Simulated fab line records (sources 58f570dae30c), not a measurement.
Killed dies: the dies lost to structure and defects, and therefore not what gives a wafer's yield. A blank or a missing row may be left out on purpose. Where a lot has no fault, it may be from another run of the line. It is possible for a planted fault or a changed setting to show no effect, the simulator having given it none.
2 desks looking at one fault | flow berkeley cmos170 | numbers are kept per desk, each desk with only its own; the story behind them comes last

THE METROLOGY DESK
Means of the sampled wafers that have a number, per lot and without regard to the tool the lot ran on: this is what the gauges read. Marked OUT: a lot whose mean sits more than 4 standard deviations from the usual mean, which makes it out of limits; the brackets give that distance.
Columns: A = V1_TEOS_THK at UCB170_V1_THK_MEAS_01, usual 1995 nm; B = M2_OVL at UCB170_M2_OVL_MEAS_16, usual -3 nm
lot  | first seen here | A    | B
L975 | day 8 16:19     | 2008 | -2
L976 | day 8 16:19     | 2012 | -6
L978 | day 8 16:28     | 2008 | -1
L982 | day 9 20:03     | 1977 | -9
L983 | day 10 10:49    | 2010 | -4
L985 | day 10 12:09    | 2028 | -2
L989 | day 10 20:25    | 1966 | -7
L986 | day 10 21:45    | 2011 | -3
L991 | day 11 22:48    | 2005 | -5
L992 | day 12 00:07    | 2045 | 2
L995 | day 12 17:55    | 1979 | -3
L998 | day 13 04:28    | 1987 | -2
L997 | day 13 05:47    | 2014 | -7
L996 | day 13 10:41    | 1969 | 0
Result from this desk: across the 14 lots, nothing is out of limits.

FOR THE TOOL OWNER'S DESK: rie metal-02
The tool's own readings at UCB170_M2_METAL_ETCH_18 (etches Al in Cl2/BCl3, stops on SiO2, target depth 1170 nm, time 195 s): means of the sampled wafers that have a number, for each lot that ran on this tool. Marked OUT: a lot whose mean sits more than 4 standard deviations from the usual mean, which makes it out of limits; the brackets give that distance.
Columns: A = drypump motor current A at UCB170_M2_METAL_ETCH_18, usual 5.8 A; B = oes product au at UCB170_M2_METAL_ETCH_18, usual 0.855 a.u.; C = rf fwd power W at UCB170_M2_METAL_ETCH_18, usual 598.1 W; D = throttle valve pct at UCB170_M2_METAL_ETCH_18, usual 24.11 %
lot  | first seen here | A   | B     | C               | D
L978 | day 9 00:59     | 6.3 | 0.842 | 598.2           | 24.41
L982 | day 10 02:17    | 6.2 | 0.834 | 597.3           | 24.42
L983 | day 10 15:16    | 6.2 | 0.832 | 574.1 (-13) OUT | 24.41
L985 | day 10 18:21    | 5.8 | 0.838 | 526.4 (-38) OUT | 24.02
L998 | day 13 09:37    | 6.5 | 0.841 | 597.4           | 24.61
This desk's verdict: out of limits on L983, L985, starting with L983 at day 10 15:16 (rf fwd power W at UCB170_M2_METAL_ETCH_18). In limits: L978, L982, L998.

ALL TOGETHER
At day 10 15:16, on L983, L985, the tool owner's desk was in a position to raise an alarm.
Nothing out of limits was seen by the metrology desk.
The metrology desk has L983, L985 on record, within its limits.
All the named lots went through UCB170_M2_METAL_ETCH_18 on rie metal-02.

WHAT THE SIMULATOR HAD PUT IN
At UCB170_M2_METAL_ETCH_18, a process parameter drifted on rie metal-02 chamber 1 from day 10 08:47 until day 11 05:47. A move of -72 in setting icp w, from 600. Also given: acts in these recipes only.
Struck lots among those shown: L983, L985.
Each desk's first reading out of limits, in hours after the fault started: the tool owner's desk, 6.
